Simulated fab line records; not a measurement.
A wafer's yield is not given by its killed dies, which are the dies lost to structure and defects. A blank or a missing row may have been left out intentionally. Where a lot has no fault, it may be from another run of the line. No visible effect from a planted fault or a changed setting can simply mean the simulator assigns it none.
fab line records	flow rit_cmos
record lots=6	wafers=18	last_day=7
route steps=202 shown CONTACT@178 M1@184
lots that met no fault: taken from a fault-free run of the same line
start_h: hours from the record's opening day to when the first of the lot's shown wafers began	wait_h: hours from the lot's prior step to this one	" as in the row above	L1.1+2: one row covering several wafers at once	- no value, or no start given	* or withheld: withheld	< > ~ a bound
route shown NAME@n: NAME is a module with steps in the file, n the number in the route of the first one	usual: average and standard deviation across the fault-free wafers	same: alike in all rows	chamber/n: place in a boat	sites: each site's reading	_std_site: the values' standard deviation	_edge_site: outer sites' mean less inner sites'	radius_mm: for every site, how far away it sits from the centre of the wafer	mask NAME#n: copy n	behind: the last tool/chamber to shape the wafer	hold: reason for holding the lot/hours on hold/outcome of the hold	device: whichever transistor did not switch (one of n, p or np)	end of line: at the end of the route, the tests of the same wafers	where a step has no rows: the recipe by itself	killed: the dies lost at the first sort to structure and to defects; this is not the yield of the wafer	map: shows each die of a wafer: x if killed, . if not, _ if none is there
set.NAME: the run value of the setting; set.NAME@STEP: its run value at that earlier step	model.NAME: the simulator's own value behind a step, which no gauge read
lots at some steps of the route; a table a step, a row a wafer
services: when a tool's chamber went out of use (start_h, in hours from the record's first day, below 0 if earlier), for how many hours, and the reason
## steps
# step RIT_CONTACT_HARDBAKE_10
# recipe resist=NOVOLAK	temp_c=140	time_s=60
# step RIT_CONTACT_ETCH_11
# recipe target_depth_a=4800	over_etch_frac=0.2	stop_on=TiSi2	chemistry=CHF3/CF4/Ar	target=SiO2	CHF3_flow_sccm=50	cf4_flow_sccm=10	Ar_flow_sccm=100	O2_flow_sccm=5	pressure_mtorr=100	rf_w=200	time_s=320
# usual drypump_motor_current_A=5.8/0.34	oes_product_au=0.987/0.017	throttle_valve_pct=8.85/0.13
lot.wafer	tool	chamber	start_h	wait_h	drypump_motor_current_A	oes_product_au	rf_hours_counter_h	throttle_valve_pct
L927.2	rie_diel-02	2	102.36	0.1	5.7	0.968	83	9.05
L927.4	"	3	"	"	5.3	0.958	134	8.80
L927.6	"	0	"	"	5.6	1.006	-	8.69
L928.1	rie_diel-01	3	106.68	0.1	6.1	0.998	37	8.68
L928.4	"	0	"	"	6.5	0.958	4	9.05
L928.6	"	0	"	"	6.5	0.963	-	9.04
L934.2	rie_diel-02	2	139.57	0.1	5.7	0.960	84	9.06
L934.5	"	1	"	"	5.9	0.986	-	8.92
L934.6	"	0	"	"	5.6	1.012	-	8.67
L935.2	rie_diel-04	0	147.99	0.1	6.3	1.015	20	8.80
L935.3	"	1	"	"	6.0	0.982	100	8.88
L935.5	"	2	"	"	5.9	0.995	-	8.73
L939.1	rie_diel-04	3	163.71	0.1	5.3	1.016	110	8.99
L939.2	"	0	"	"	6.2	1.007	21	8.82
L939.4	"	2	"	"	5.8	0.992	123	8.73
L940.2	rie_diel-04	0	167.95	0.1	6.3	1.001	21	8.83
L940.3	"	3	"	"	5.3	1.015	110	8.98
L940.4	"	2	"	"	5.9	0.995	123	8.73
# step RIT_CONTACT_STRIP_12
# recipe chemistry=O2	time_s=180	resist=NOVOLAK	platen_temp_c=withheld	power_w=500	pressure_mtorr=4000	o2_flow_sccm=4000
# usual drypump_motor_current_A=5.6/0.43
lot.wafer	tool	chamber	start_h	wait_h	drypump_motor_current_A	rf_hours_counter_h
L927.2	plasma_asher-04	1	102.56	0.1	6.1	47
L927.4	"	0	"	"	5.0	-
L927.6	"	0	"	"	5.0	-
L928.1	plasma_asher-01	1	106.87	0.1	5.9	48
L928.4	"	0	"	"	5.1	-
L928.6	"	1	"	"	5.9	-
L934.2	plasma_asher-04	1	139.76	0.1	6.0	52
L934.5	"	1	"	"	6.1	-
L934.6	"	0	"	"	4.9	-
L935.2	plasma_asher-02	0	148.18	0.1	5.6	34
L935.3	"	0	"	"	5.6	-
L935.5	"	0	"	"	5.6	-
L939.1	plasma_asher-01	0	163.91	0.1	5.1	55
L939.2	"	1	"	"	5.9	55
L939.4	"	1	"	"	5.9	-
L940.2	plasma_asher-01	1	168.15	0.1	6.0	55
L940.3	"	1	"	"	6.0	-
L940.4	"	0	"	"	5.1	-
# step RIT_CONTACT_CD_MEAS_90
# recipe target_cd_nm=1000
# usual cd_nm=1001.2/2.3
lot.wafer	tool	chamber	start_h	wait_h	cd_nm
L927.2	cd_sem-01	-	102.75	0.1	1002.4
L927.4	"	-	"	"	1001.6
L927.6	"	-	"	"	1002.4
L928.1	cd_sem-01	-	107.05	0.1	1004.1
L928.4	"	-	"	"	1001.4
L928.6	"	-	"	"	1001.1
L934.2	cd_sem-02	-	139.96	0.1	998.5
L934.5	"	-	"	"	1001.3
L934.6	"	-	"	"	998.6
L935.2	cd_sem-01	-	148.38	0.1	1000.8
L935.3	"	-	"	"	997.9
L935.5	"	-	"	"	999.7
L939.1	cd_sem-02	-	164.08	0.1	1000.4
L939.2	"	-	"	"	1000.2
L939.4	"	-	"	"	1000.4
L940.2	cd_sem-01	-	168.34	0.1	1005.2
L940.3	"	-	"	"	1003.6
L940.4	"	-	"	"	1007.0
# step RIT_CONTACT_CLEAN_13
# recipe chemistry=SC1	mix=3:3:50	time_s=600	temp_c=75
# step RIT_CONTACT_CLEAN_14
# recipe chemistry=SC2	mix=3:3:50	time_s=600	temp_c=75	dry=n2_spin
# step RIT_M1_SPUTTER_00
# recipe material=Al	target_thk_nm=400	power_w=2000	chamber_pressure_pa=0.4	gas=Ar	time_s=500	substrate_temp_c=25
# usual throttle_valve_pct=30.0/1.3
lot.wafer	tool	chamber	start_h	wait_h	throttle_valve_pct
L927.2	pvd_sputter-03	-	103.20	0.0	30.6
L927.4	"	-	"	"	30.9
L927.6	"	-	"	"	31.0
L928.1	pvd_sputter-04	-	107.52	0.0	28.7
L928.4	"	-	"	"	32.2
L928.6	"	-	"	"	28.0
L934.2	pvd_sputter-04	-	140.41	0.0	28.7
L934.5	"	-	"	"	29.6
L934.6	"	-	"	"	28.6
L935.2	pvd_sputter-03	-	148.84	0.0	30.7
L935.3	"	-	"	"	29.5
L935.5	"	-	"	"	30.4
L939.1	pvd_sputter-03	-	164.57	0.0	31.2
L939.2	"	-	"	"	29.5
L939.4	"	-	"	"	31.1
L940.2	pvd_sputter-04	-	168.81	0.0	29.4
L940.3	"	-	"	"	31.9
L940.4	"	-	"	"	28.6
# step RIT_M1_RS_MEAS_01
# recipe thk_meas_gauge=four-point-probe	reads=Al_of_M1_SPUTTER_00
# usual M1_AL_RS=0.0743/0.00086
lot.wafer	tool	chamber	start_h	wait_h	M1_AL_RS[ohm/sq]
L927.2	film_metro-04	-	103.51	0.2	0.0740
L927.4	"	-	"	"	0.0749
L927.6	"	-	"	"	0.0738
L928.1	film_metro-01	-	107.81	0.1	0.0749
L928.4	"	-	"	"	0.0751
L928.6	"	-	"	"	0.0747
L934.2	film_metro-02	-	140.72	0.2	0.0725
L934.5	"	-	"	"	0.0732
L934.6	"	-	"	"	0.0730
L935.2	film_metro-01	-	149.16	0.2	0.0739
L935.3	"	-	"	"	0.0741
L935.5	"	-	"	"	0.0748
L939.1	film_metro-02	-	164.86	0.1	0.0748
L939.2	"	-	"	"	0.0741
L939.4	"	-	"	"	0.0731
L940.2	film_metro-02	-	169.12	0.2	0.0749
L940.3	"	-	"	"	0.0746
L940.4	"	-	"	"	0.0733
# step RIT_M1_THK_MEAS_02
# recipe thk_meas_gauge=xrf	reads=Al_of_M1_SPUTTER_00
# usual M1_AL_THK=383/4.7
lot.wafer	tool	chamber	start_h	wait_h	M1_AL_THK[nm]
L927.2	film_metro-04	-	103.62	0.1	383
L927.4	"	-	"	"	378
L927.6	"	-	"	"	385
L928.1	film_metro-01	-	107.93	0.1	381
L928.4	"	-	"	"	382
L928.6	"	-	"	"	381
L934.2	film_metro-02	-	140.83	0.1	391
L934.5	"	-	"	"	390
L934.6	"	-	"	"	390
L935.2	film_metro-01	-	149.27	0.1	381
L935.3	"	-	"	"	384
L935.5	"	-	"	"	381
L939.1	film_metro-02	-	164.98	0.1	383
L939.2	"	-	"	"	384
L939.4	"	-	"	"	390
L940.2	film_metro-02	-	169.23	0.1	381
L940.3	"	-	"	"	383
L940.4	"	-	"	"	392
# step RIT_M1_HMDS_03
# recipe prime_time_s=60	prime_temp_c=140
# step RIT_M1_COAT_04
# recipe resist=NOVOLAK	spin_rpm=2000	resist_thk_nm=1322
# step RIT_M1_SOFTBAKE_05
# recipe resist=NOVOLAK	temp_c=90	time_s=60
# step RIT_M1_EXPOSE_06
# recipe mask_id=M12	na=0.6	source_shape=conventional	sigma_outer=0.5	target_cd_nm=2600	dose_mj=250
# usual exposure_dose_mJ_cm2=252.5/1
lot.wafer	tool	chamber	start_h	wait_h	mask	exposure_dose_mJ_cm2
L927.2	iline_stepper-02	0	104.27	0.2	M12#0	251.8
L927.4	"	0	"	"	M12#0	251.7
L927.6	"	0	"	"	M12#0	251.8
L928.1	iline_stepper-01	0	108.57	0.2	M12#0	253.5
L928.4	"	0	"	"	M12#0	253.8
L928.6	"	0	"	"	M12#0	253.9
L934.2	iline_stepper-01	0	141.47	0.2	M12#0	239.7
L934.5	"	0	"	"	M12#0	239.7
L934.6	"	0	"	"	M12#0	239.5
L935.2	iline_stepper-01	0	149.79	0.1	M12#0	242.5
L935.3	"	0	"	"	M12#0	242.7
L935.5	"	0	"	"	M12#0	242.5
L939.1	iline_stepper-02	0	165.49	0.1	M12#0	251.7
L939.2	"	0	"	"	M12#0	252.1
L939.4	"	0	"	"	M12#0	251.8
L940.2	iline_stepper-02	0	169.75	0.1	M12#0	252.0
L940.3	"	0	"	"	M12#0	251.8
L940.4	"	0	"	"	M12#0	251.8
# step RIT_M1_PEB_07
# recipe resist=NOVOLAK	temp_c=withheld	time_s=withheld
# step RIT_M1_DEVELOP_08
# recipe resist=NOVOLAK	develop_time_s=68	dev_temp_c=23
# step RIT_M1_CD_MEAS_09
# recipe target_cd_nm=2600
# usual cd_nm=2599.2/2.7
lot.wafer	tool	chamber	start_h	wait_h	hold	cd_nm
L927.2	cd_sem-01	-	104.70	-	-	2600.2
L927.4	"	-	"	"	-	2598.0
L927.6	"	-	"	"	-	2600.5
L928.1	cd_sem-02	-	109.00	-	-	2599.6
L928.4	"	-	"	"	-	2599.7
L928.6	"	-	"	"	-	2599.1
L934.2	cd_sem-01	-	141.93	-	await_dispo/0.2h/release	2612.6
L934.5	"	-	"	"	await_dispo/0.2h/release	2611.4
L934.6	"	-	"	"	await_dispo/0.2h/release	2612.1
L934.2	cd_sem-01	-	142.22	0.3	-	2612.6
L934.5	"	-	"	"	-	2611.2
L934.6	"	-	"	"	-	2611.8
L935.2	cd_sem-01	-	150.22	-	await_dispo/0.2h/release	2614.4
L935.3	"	-	"	"	await_dispo/0.2h/release	2610.5
L935.5	"	-	"	"	await_dispo/0.2h/release	2612.2
L935.2	cd_sem-01	-	150.51	0.3	-	2614.3
L935.3	"	-	"	"	-	2610.7
L935.5	"	-	"	"	-	2611.8
L939.1	cd_sem-02	-	166.00	-	-	2594.8
L939.2	"	-	"	"	-	2599.4
L939.4	"	-	"	"	-	2598.1
L940.2	cd_sem-02	-	170.28	-	-	2599.7
L940.3	"	-	"	"	-	2600.4
L940.4	"	-	"	"	-	2601.2
# step RIT_M1_OVL_MEAS_10
# usual M1_OVL=0.7/1.5
lot.wafer	tool	chamber	start_h	wait_h	hold	M1_OVL[nm]
L927.2	overlay-02	-	104.81	0.1	-	1.6
L927.4	"	-	"	"	-	0.0
L927.6	"	-	"	"	-	1.4
L928.1	overlay-02	-	109.12	0.1	-	-1.0
L928.4	"	-	"	"	-	-0.5
L928.6	"	-	"	"	-	-1.6
L934.2	overlay-01	-	144.41	2.2	await_dispo/2.1h/release	0.7
L934.5	"	-	"	"	await_dispo/2.1h/release	0.7
L934.6	"	-	"	"	await_dispo/2.1h/release	1.5
L935.2	overlay-01	-	152.65	2.1	await_dispo/2.0h/release	1.3
L935.3	"	-	"	"	await_dispo/2.0h/release	1.5
L935.5	"	-	"	"	await_dispo/2.0h/release	0.0
L939.1	overlay-02	-	166.12	0.1	-	0.1
L939.2	"	-	"	"	-	1.6
L939.4	"	-	"	"	-	1.1
L940.2	overlay-01	-	170.39	0.1	-	2.6
L940.3	"	-	"	"	-	1.3
L940.4	"	-	"	"	-	2.8
# step RIT_M1_HARDBAKE_11
# recipe resist=NOVOLAK	temp_c=140	time_s=120
# step RIT_M1_METAL_ETCH_12
# recipe stop_on=SiO2	chemistry=Cl2/BCl3	target=Al	time_s=165	over_etch_frac=0.5	pressure_mtorr=100	target_depth_a=6000	rf_w=250	Cl2_flow_sccm=60	bcl3_flow_sccm=50
# usual drypump_motor_current_A=5.7/0.62	oes_product_au=0.764/0.016	throttle_valve_pct=8.31/0.068
lot.wafer	tool	chamber	start_h	wait_h	drypump_motor_current_A	oes_product_au	rf_hours_counter_h	throttle_valve_pct	model.M1.cd_nm
L927.2	rie_metal-04	1	105.09	0.2	4.8	0.750	1	8.31	2599
L927.4	"	1	"	"	4.8	0.745	-	8.29	2598
L927.6	"	1	"	"	4.8	0.756	-	8.31	2601
L928.1	rie_metal-01	0	109.41	0.2	6.1	0.774	3	8.28	2600
L928.4	"	0	"	"	6.0	0.784	-	8.29	2598
L928.6	"	1	"	"	5.0	0.774	-	8.39	2601
L934.2	rie_metal-01	0	144.82	0.2	6.0	0.802	3	8.31	2612
L934.5	"	1	"	"	5.0	0.766	-	8.38	2612
L934.6	"	0	"	"	6.0	0.797	-	8.29	2610
L935.2	rie_metal-04	1	152.93	0.2	4.9	0.747	2	8.30	2613
L935.3	"	0	"	"	5.9	0.758	-	8.35	2610
L935.5	"	1	"	"	4.8	0.733	-	8.30	2611
L939.1	rie_metal-01	1	166.40	0.2	5.0	0.760	4	8.39	2595
L939.2	"	0	"	"	6.0	0.789	4	8.30	2598
L939.4	"	1	"	"	5.0	0.777	-	8.40	2598
L940.2	rie_metal-03	0	170.67	0.2	5.9	0.751	0	8.33	2600
L940.3	"	0	"	"	5.9	0.762	-	8.32	2601
L940.4	"	1	"	"	6.6	0.789	-	8.17	2602
# step RIT_M1_STRIP_13
# recipe chemistry=nmp	resist=NOVOLAK	temp_c=80	time_s=600	dry=n2_spin
# step RIT_M1_PROBE_99
# usual defect_limited_yield=97.4/1.1	killed_at_contacts=0.1/0.24	killed_at_front_end=6.7/2.9	killed_dies=6.8/2.9	killed_open=3.5/1.8	killed_short=3.3/2.1	sort_bin_3_pad_short=0.1/0.26	sort_bin_5_function=1.4/0.73	sort_bin_6_memory=1.0/0.64	sort_n_pass=257.2/2.9	sort_yield_pct=97.4/1.1
# same gross_dies=264	killed_at_M0_to_M3=0	killed_at_M4_up=0	killed_at_back_side=0	killed_at_other=0
lot.wafer	tool	chamber	start_h	wait_h	defect_limited_yield[%]	killed_at_contacts	killed_at_front_end	killed_dies	killed_open	killed_short	sort_bin_3_pad_short[%]	sort_bin_5_function[%]	sort_bin_6_memory[%]	sort_n_pass	sort_yield_pct[%]
L927.2	prober-02	-	109.00	0.1	97.3	0	7	7	5	2	0	1.9	0.8	257.0	97.3
L927.4	prober-02	-	109.10	0.2	98.9	0	3	3	3	0	0	0.4	0.8	261.0	98.9
L927.6	prober-02	-	109.20	0.2	98.1	0	5	5	5	0	0	1.1	0.8	259.0	98.1
L928.1	prober-01	-	112.10	0.1	96.6	0	9	9	4	5	0.4	2.3	0.8	255.0	96.6
L928.4	prober-01	-	112.25	0.2	96.6	1	8	9	2	7	0.4	2.3	0.8	255.0	96.6
L928.6	prober-01	-	112.35	0.2	97.7	0	6	6	2	4	0	0.8	1.5	258.0	97.7
L934.2	prober-01	-	149.95	0.1	98.5	0	4	4	3	1	0.4	0.8	0.4	260.0	98.5
L934.5	prober-01	-	150.10	0.2	97.3	0	7	7	4	3	0	1.1	1.5	257.0	97.3
L934.6	prober-01	-	150.15	0.2	95.8	0	11	11	3	8	1.5	1.9	0.8	253.0	95.8
L935.2	prober-01	-	160.26	0.1	97.3	0	7	7	3	4	0	1.9	0.8	257.0	97.3
L935.3	prober-01	-	160.31	0.2	97.0	0	8	8	2	6	0.4	2.3	0.4	256.0	97.0
L935.5	prober-01	-	160.41	0.2	95.1	0	13	13	8	5	0.8	3.0	1.1	251.0	95.1
L939.1	prober-02	-	168.67	0.1	96.6	0	9	9	6	2	0.4	1.5	1.5	255.0	96.6
L939.2	prober-02	-	168.72	0.1	98.9	0	3	3	1	1	0	0.8	0.4	261.0	98.9
L939.4	prober-02	-	168.82	0.2	98.1	0	5	5	2	2	0	0.8	1.1	259.0	98.1
L940.2	prober-01	-	173.56	0.1	98.1	0	5	5	2	3	0	0.4	1.5	259.0	98.1
L940.3	prober-01	-	173.61	0.2	98.1	1	4	5	3	2	0.4	1.1	0.4	259.0	98.1
L940.4	prober-01	-	173.66	0.2	96.6	0	9	9	3	6	0	1.9	1.5	255.0	96.6
# killed by level:class
L927.2 GATE:geometric_particle:open=2 SPACER:geometric_particle:open=2 FOX1:geometric_particle:short=1 REOX:geometric_particle:open=1 SPACER:geometric_particle:short=1
L927.4 FOX2:geometric_particle:open=1 GATE:geometric_particle:open=1 REOX:geometric_particle:open=1
L927.6 GATE:geometric_particle:open=2 SPACER:geometric_particle:open=2 REOX:geometric_particle:open=1
L928.1 GATE:geometric_particle:open=2 REOX:geometric_particle:open=2 REOX:geometric_particle:short=2 SPACER:geometric_particle:short=2 GATE:geometric_particle:short=1
L928.4 GATE:geometric_particle:short=6 FOX1:geometric_particle:open=1 GATE:geometric_particle:open=1 CONTACT:geometric_particle:short=1
L928.6 GATE:geometric_particle:short=3 GATE:geometric_particle:open=1 REOX:geometric_particle:open=1 REOX:geometric_particle:short=1
L934.2 GATE:geometric_particle:open=1 SPACER:geometric_particle:short=1 SPACER:geometric_particle:open=1 SILICIDE:geometric_particle:open=1
L934.5 GATE:geometric_particle:short=2 GATE:geometric_particle:open=2 FOX1:geometric_particle:open=1 REOX:geometric_particle:short=1 SPACER:geometric_particle:open=1
L934.6 SPACER:geometric_particle:short=5 GATE:geometric_particle:open=3 GATE:geometric_particle:short=2 SILICIDE:geometric_particle:short=1
L935.2 REOX:geometric_particle:open=2 SPACER:geometric_particle:short=2 GATE:geometric_particle:short=1 GATE:geometric_particle:open=1 REOX:geometric_particle:short=1
L935.3 GATE:geometric_particle:open=2 FOX1:geometric_particle:short=1 FOX2:geometric_particle:short=1 GATE:geometric_particle:short=1 REOX:geometric_particle:short=1 SPACER:geometric_particle:short=1 SILICIDE:geometric_particle:short=1
L935.5 GATE:geometric_particle:open=4 GATE:geometric_particle:short=3 SPACER:geometric_particle:open=3 FOX1:geometric_particle:open=1 SPACER:geometric_particle:short=1 SILICIDE:geometric_particle:short=1
L939.1 GATE:geometric_particle:open=4 FOX2:geometric_particle:open=2 FOX2:geometric_particle:short=1 SILICIDE:geometric_particle:short=1 PLDD:coat_microbubble_printed=1
L939.2 GATE:geometric_particle:short=1 SILICIDE:geometric_particle:open=1 PLDD:coat_microbubble_printed=1
L939.4 FOX1:geometric_particle:open=1 GATE:geometric_particle:short=1 GATE:geometric_particle:open=1 REOX:geometric_particle:short=1 PLDD:coat_microbubble_printed=1
L940.2 GATE:geometric_particle:short=3 GATE:geometric_particle:open=2
L940.3 FOX1:geometric_particle:short=1 GATE:geometric_particle:open=1 REOX:geometric_particle:short=1 SPACER:geometric_particle:open=1 CONTACT:geometric_particle:open=1
L940.4 GATE:geometric_particle:short=3 SPACER:geometric_particle:short=2 GATE:geometric_particle:open=1 REOX:geometric_particle:open=1 SILICIDE:geometric_particle:open=1 SILICIDE:geometric_particle:short=1
## services
tool	chamber	start_h	hours	kind
pvd_sputter-03	-	78.66	2.7	repair
rie_diel-01	2	80.58	-	clean
rie_diel-01	2	80.58	10.5	scheduled_down
rie_diel-01	2	80.58	10.5	vent_cycle
plasma_asher-02	-	86.70	8.5	repair
iline_stepper-01	0	96.05	-	calibration
plasma_asher-02	-	108.22	1.9	repair
iline_stepper-02	-	108.39	1.7	pm
rie_metal-04	0	109.02	8.3	repair
rie_metal-01	-	111.20	0.1	repair
plasma_asher-01	-	115.41	1.7	repair
plasma_asher-04	-	119.81	1.1	repair
rie_metal-03	-	136.12	20.0	pm
rie_metal-03	0	136.12	20.0	vent_cycle
rie_metal-03	1	136.12	20.0	vent_cycle
rie_metal-03	0	156.12	-	clean
rie_metal-03	1	156.12	-	clean
rie_diel-04	2	156.44	4.2	repair
pvd_sputter-03	-	168.48	4.1	repair
## key
first_sign step=RIT_M1_EXPOSE_06	reading=exposure_dose_mJ_cm2	direction=down	sigmas=11	usual=252.5	struck=241.1
effect step=RIT_M1_CD_MEAS_09	reading=visit	direction=added	through=control_loop
model_effect step=RIT_M1_METAL_ETCH_12	value=M1.cd_nm	without=2597	struck=2611
met_at RIT_M1_EXPOSE_06
struck_wafers L934.2,L934.5,L934.6,L935.2,L935.3,L935.5
loop_trim step=RIT_M1_EXPOSE_06	setting=dose	lots=L935
onset_between 108.57 141.47
fault kind=process_parameter_drift	tool=iline_stepper-01	chamber=-	onset_h=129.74	steps=RIT_M1_EXPOSE_06	channel=dose_mj	offset=-14.025	shape=step	acts_in=these_recipes_only	stated=250
# loop_trim: a control loop set the setting to another value than it would have without faults
